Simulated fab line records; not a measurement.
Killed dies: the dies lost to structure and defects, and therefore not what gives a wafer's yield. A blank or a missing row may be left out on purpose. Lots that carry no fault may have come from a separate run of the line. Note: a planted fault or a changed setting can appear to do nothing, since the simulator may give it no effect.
Which tool was responsible? | flow berkeley cmos170 | Sampling: 13 lots, 39 wafers, 4 of 331 route steps

WHAT THE GAUGES SHOWED, per wafer
UCB170_M1_CD_MEAS_90 targets a cd of 700 nm. Usual: cd nm reads 700.1 nm (standard deviation 2.5).
lot  | measured     | on        | cd nm (nm)        | flag
L678 | day 6 22:20  | cd sem-01 | 703.7 701.7 699.7 |
L679 | day 6 19:43  | cd sem-02 | 700.6 699.8 699.4 |
L680 | day 7 02:26  | cd sem-02 | 699.6 700.1 697.1 |
L681 | day 7 04:47  | cd sem-01 | 708.3 705.8 704.8 |
L682 | day 7 21:06  | cd sem-02 | 701.7 701.1 701.1 |
L683 | day 7 18:26  | cd sem-01 | 696.8 696.0 696.1 |
L684 | day 8 03:02  | cd sem-02 | 701.8 702.3 703.3 |
L687 | day 8 02:08  | cd sem-02 | 696.3 698.4 697.1 |
L689 | day 8 12:22  | cd sem-01 | 698.5 699.8 700.9 |
L695 | day 10 19:38 | cd sem-01 | 695.6 700.9 696.7 |
L696 | day 10 23:06 | cd sem-02 | 701.1 704.4 702.6 |
L701 | day 11 21:58 | cd sem-01 | 700.8 697.9 702.1 |
L700 | day 11 22:16 | cd sem-01 | 697.8 698.5 697.4 |

UCB170_V2_OVL_MEAS_13. Usual: V2_OVL typically reads -3 nm, with standard deviation 5.5.
lot  | measured     | on         | V2_OVL (nm) | flag
L678 | day 7 10:57  | overlay-01 | -6 -12 -9   |
L679 | day 7 06:56  | overlay-02 | 1 10 -2     |
L680 | day 7 14:59  | overlay-02 | -1 -6 2     |
L681 | day 7 18:07  | overlay-02 | -9 -6 -8    |
L682 | day 8 09:39  | overlay-02 | 0 -3 1      |
L683 | day 8 05:29  | overlay-01 | -3 -2 -9    |
L684 | day 8 14:09  | overlay-02 | -10 7 2     |
L687 | day 8 13:57  | overlay-02 | -10 -4 -11  |
L689 | day 9 01:08  | overlay-01 | 6 -3 4      |
L695 | day 11 11:40 | overlay-02 | -10 4 -6    |
L696 | day 11 12:20 | overlay-01 | -6 -10 -2   |
L701 | day 12 09:21 | overlay-01 | -6 9 -12    |
L700 | day 12 12:43 | overlay-02 | 4 -1 2      |

EACH LOT AND THE TOOL THAT RAN IT (in order: tool; ch and the chambers of the sampled wafers; start)
lot  | UCB170_PFIELD_STRIP_08              | UCB170_GATE_ETCH_15
L678 | plasma asher-02 ch 0,1, day 4 02:43 | rie si-01 ch 1,2, day 5 13:29
L679 | plasma asher-03 ch 0,1, day 4 03:35 | rie si-01 ch 0,2, day 5 13:05
L680 | plasma asher-04 ch 0,1, day 4 08:30 | rie si-02 ch 0,1, day 6 02:55
L681 | plasma asher-02 ch 0,1, day 4 15:06 | rie si-01 ch 0,1,2, day 6 03:20
L682 | plasma asher-03 ch 0,1, day 5 00:52 | rie si-01 ch 0,3, day 6 21:02
L683 | plasma asher-03 ch 0,1, day 5 01:04 | rie si-02 ch 1,3, day 6 19:59
L684 | plasma asher-03 ch 0,1, day 5 09:10 | rie si-02 ch 1,3, day 7 06:06
L687 | plasma asher-03 ch 0, day 5 14:50   | rie si-02 ch 0,2,3, day 7 05:18
L689 | plasma asher-03 ch 0,1, day 6 09:10 | rie si-01 ch 1,3, day 7 14:42
L695 | plasma asher-04 ch 0,1, day 7 12:11 | rie si-02 ch 1,3, day 9 14:17
L696 | plasma asher-02 ch 0,1, day 7 22:22 | rie si-02 ch 0,3, day 9 19:49
L701 | plasma asher-03 ch 0,1, day 8 15:37 | rie si-01 ch 0,1,3, day 10 16:35
L700 | plasma asher-02 ch 1, day 8 15:53   | rie si-02 ch 1,2,3, day 10 16:23
- UCB170_PFIELD_STRIP_08: strips in O2.
- UCB170_GATE_ETCH_15: etches poly-Si in HBr/Cl2, stops on SiO2, time 56.3 s, target depth 278.2 nm.

AS READ BY THE TOOLS THEMSELVES (means over the sampled wafers that have a number; for cases with no such wafer, the mark the record gives instead)
UCB170_PFIELD_STRIP_08. Usual: drypump motor current A 5.7 A, standard deviation 0.37; oes product au 0.735 a.u., standard deviation 0.0046; strip time to endpoint s 21.64 s, standard deviation 0.07.
lot  | tool            | drypump motor current A (A) | oes product au (a.u.) | strip time to endpoint s (s) | flag
L678 | plasma asher-02 | 5.8                         | 0.739                 | 21.59                        |
L679 | plasma asher-03 | 6.0                         | 0.734                 | 21.67                        |
L680 | plasma asher-04 | 5.2                         | 0.733                 | 21.72                        |
L681 | plasma asher-02 | 5.8                         | 0.734                 | 21.60                        |
L682 | plasma asher-03 | 5.8                         | 0.737                 | 21.67                        |
L683 | plasma asher-03 | 5.8                         | 0.739                 | 21.56                        |
L684 | plasma asher-03 | 5.8                         | 0.736                 | 21.66                        |
L687 | plasma asher-03 | 6.0                         | 0.735                 | 21.57                        |
L689 | plasma asher-03 | 5.8                         | 0.732                 | 21.67                        |
L695 | plasma asher-04 | 5.2                         | 0.739                 | 21.58                        |
L696 | plasma asher-02 | 5.8                         | 0.734                 | 21.63                        |
L701 | plasma asher-03 | 5.9                         | 0.732                 | 21.63                        |
L700 | plasma asher-02 | 5.9                         | 0.738                 | 21.75                        |

UCB170_GATE_ETCH_15. Usual: drypump motor current A 5.7 A, standard deviation 0.47; oes product au 0.825 a.u., standard deviation 0.0083; throttle valve pct 26.5 %, standard deviation 0.31.
lot  | tool      | drypump motor current A (A) | oes product au (a.u.) | throttle valve pct (%) | flag
L678 | rie si-01 | 5.5                         | 0.830                 | 26.5                   |
L679 | rie si-01 | 5.2                         | 0.821                 | 26.5                   |
L680 | rie si-02 | 5.5                         | 0.824                 | 26.2                   |
L681 | rie si-01 | 5.5                         | 0.827                 | 26.6                   |
L682 | rie si-01 | 5.7                         | 0.810                 | 26.5                   |
L683 | rie si-02 | 5.6                         | 0.832                 | 26.1                   |
L684 | rie si-02 | 5.7                         | 0.825                 | 26.1                   |
L687 | rie si-02 | 6.0                         | 0.827                 | 26.4                   |
L689 | rie si-01 | 6.0                         | 0.824                 | 26.8                   |
L695 | rie si-02 | 5.7                         | 0.825                 | 26.1                   |
L696 | rie si-02 | 5.8                         | 0.822                 | 26.2                   |
L701 | rie si-01 | 5.7                         | 0.830                 | 26.7                   |
L700 | rie si-02 | 6.0                         | 0.825                 | 26.4                   |

THE ANSWER, worked out from the rows above alone
Rule: a lot counts as off when the mean over its wafers that have a number is more than 3 standard deviations away from the usual mean. A lot without any number at a reading at which 4 lots or more have one is off too. Where the step has rows for the other lots, those lots are counted as sound. The gauges are gone through in route order, then the tools' own readings, and for those a lot's mean is taken as printed above. At the first step where some lot is off, the reading lying furthest off is the one used; lots without a number count as furthest.
No lot is off at any reading shown: from this, nothing can be told.

WHAT WAS PUT IN BY THE SIMULATOR
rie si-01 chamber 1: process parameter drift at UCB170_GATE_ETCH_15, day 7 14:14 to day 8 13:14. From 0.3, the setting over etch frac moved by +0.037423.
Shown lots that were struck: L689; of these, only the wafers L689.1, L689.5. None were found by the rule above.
